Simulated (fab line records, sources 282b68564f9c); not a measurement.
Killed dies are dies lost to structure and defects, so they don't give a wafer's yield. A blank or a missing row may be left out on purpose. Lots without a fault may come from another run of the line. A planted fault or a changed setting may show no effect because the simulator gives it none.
A struck lot beside a sound one | flow rit_cmos | 18 steps out of a route of 202
Sound: wafers L717.2, L717.4, L717.5. Struck: wafers L711.1, L711.3, L711.5. The cause comes at the end.
At each step with rows: each side's tool, then ch and its chambers, then its first start. Under that, the readings that differ: sound wafers | struck wafers | difference of the means | sigmas: that difference in standard deviations of wafers without a fault.
alike: readings whose means differ by less than 2 such deviations, and words and numbers that are the same on both sides. not compared: withheld readings, readings that some wafer has no value for, bounds like >300 that may hide the same value, and numbers for which the record gives no deviation and whose values overlap.
The two part at a step that has a row with sigmas, a row that says differs or no value, or rows on one side only. Numbers that don't overlap but have no deviation are shown without sigmas and don't part them. A reading that every wafer of one side lacks parts them only if that side has two wafers or more.

first, 4 steps without rows for these wafers: RIT_NSD_SOFTBAKE_02 (time 60 s); RIT_NSD_EXPOSE_03 (exposes mask M9, target cd 40700 nm); RIT_NSD_PEB_04; RIT_NSD_DEVELOP_05 (develop time 50 s).
RIT_NSD_OVL_MEAS_06:
  sound on overlay-01, day 8 00:05; struck on overlay-01, day 6 16:34
  alike: NSD_OVL
then, 2 steps without rows for these wafers: RIT_NSD_HARDBAKE_07 (time 60 s); RIT_NSD_IMPLANT_08.
RIT_NSD_STRIP_09: strips in O2, time 180 s.
  sound on plasma_asher-03 ch 0,1, day 8 00:25; struck on plasma_asher-03 ch 0,1, day 6 16:53
  alike: drypump_motor_current_A
  not compared: rf_hours_counter_h
RIT_NSD_TW_MEAS_10:
  sound on film_metro-01, day 8 00:36; struck on film_metro-02, day 6 17:04
  alike: NSD_TW
then, 3 steps without rows for these wafers: RIT_PSD_HMDS_00 (prime time 60 s); RIT_PSD_COAT_01 (resist thk 1000 nm); RIT_PSD_SOFTBAKE_02 (time 60 s).
RIT_PSD_EXPOSE_03: exposes mask M10, target cd 40900 nm.
  sound on iline_stepper-02 ch 0, day 8 01:07; struck on iline_stepper-01 ch 0, day 6 17:42
  reading                     | sound                | struck               | difference | sigmas
  model.PSD.overlay_x_nm (nm) | 0.5802 0.5802 0.5802 | -151.2 -151.2 -151.2 | -151.8     |
  alike: mask
then, 2 steps without rows for these wafers: RIT_PSD_PEB_04; RIT_PSD_DEVELOP_05 (develop time 50 s).
RIT_PSD_OVL_MEAS_06:
  sound on overlay-01, day 8 01:46; struck on overlay-02, day 6 18:06
  reading      | sound          | struck               | difference | sigmas
  PSD_OVL (nm) | -0.4 -1.6 -1.5 | -150.6 -150.6 -150.7 | -149.5     | -99 or more
then, 1 step without rows for these wafers: RIT_PSD_HARDBAKE_07 (time 60 s).
RIT_M1_PROBE_99:
  sound on prober-01, day 8 10:43; struck on prober-02, day 7 02:44
  reading                                                 | sound                | struck               | difference | sigmas
  model.etest.select_edge_diode_p.leak_log10_a (angstrom) | -10.34 -10.24 -10.46 | -9.528 -9.377 -9.398 | +0.912     |
  alike: killed_at_front_end, killed_dies, killed_open, killed_short

WHERE THEY PART
Only at RIT_PSD_OVL_MEAS_06, within this record. Later steps at which nothing parts them and some readings are alike: RIT_M1_PROBE_99.

WHY: what the simulator had put in
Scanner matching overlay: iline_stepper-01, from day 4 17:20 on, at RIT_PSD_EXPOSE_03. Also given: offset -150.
